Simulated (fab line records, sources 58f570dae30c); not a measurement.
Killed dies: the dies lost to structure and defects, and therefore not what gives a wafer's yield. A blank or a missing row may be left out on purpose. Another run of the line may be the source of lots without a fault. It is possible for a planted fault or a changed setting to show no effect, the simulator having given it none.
What tool caused it? -- flow berkeleyCmos170 -- Sampling: 7 lots, 21 wafers, 2 of 331 route steps

## WHAT THE GAUGES READ, wafer by wafer
UCB170_PWELL_TW_MEAS_17.
lot,measured,on,PWELL_TW
L585,day 4 06:02,filmMetro-04,327 326 326
L592,day 5 20:08,filmMetro-02,379 380 377
L594,day 6 08:44,filmMetro-04,388 387 387
L595,day 6 09:25,filmMetro-02,379 378 381
L599,day 6 22:08,filmMetro-04,386 388 388
L600,day 7 06:29,filmMetro-02,379 381 379
L602,day 7 18:37,filmMetro-04,386 387 387

## TOOL THAT RAN EACH LOT (tool first, then ch and the chambers of the sampled wafers, then the start)
lot,UCB170_PWELL_IMPLANT_15
L585,"implanter-04 ch 0, day 4 05:47"
L592,"implanter-02 ch 0, day 5 19:55"
L594,"implanter-02 ch 0, day 6 08:29"
L595,"implanter-02 ch 0, day 6 09:10"
L599,"implanter-02 ch 0, day 6 21:53"
L600,"implanter-04 ch 0, day 7 06:15"
L602,"implanter-02 ch 0, day 7 18:22"
- UCB170_PWELL_IMPLANT_15

## THE ANSWER, worked out from the rows above alone
Rule: the usual values come from the lots themselves. Put in order of their means at a reading, lots are off if they are a third of the lots or fewer, leave a main group of 4 or more, and stand apart from it by a gap of 3 or more times the standard deviation of the main group's means; of several such gaps the widest counts. If all means in a main group match to the digits the tables above print for the reading, that group is not used. A lot without any number at a reading at which 4 lots or more have one is off too. All remaining lots with rows at the step are treated as sound.
Off: L585, seen at UCB170_PWELL_TW_MEAS_17 (PWELL_TW). The main group: mean 383, standard deviation 4.
If a tool, at a process step before that reading, ran all the lots that are off and no sound lot after the first of them, it fits. Gauges at UCB170_PWELL_TW_MEAS_17: tried the same way as those tools. Not one of the candidates tried fits.

## WHAT THE SIMULATOR HAD PUT IN
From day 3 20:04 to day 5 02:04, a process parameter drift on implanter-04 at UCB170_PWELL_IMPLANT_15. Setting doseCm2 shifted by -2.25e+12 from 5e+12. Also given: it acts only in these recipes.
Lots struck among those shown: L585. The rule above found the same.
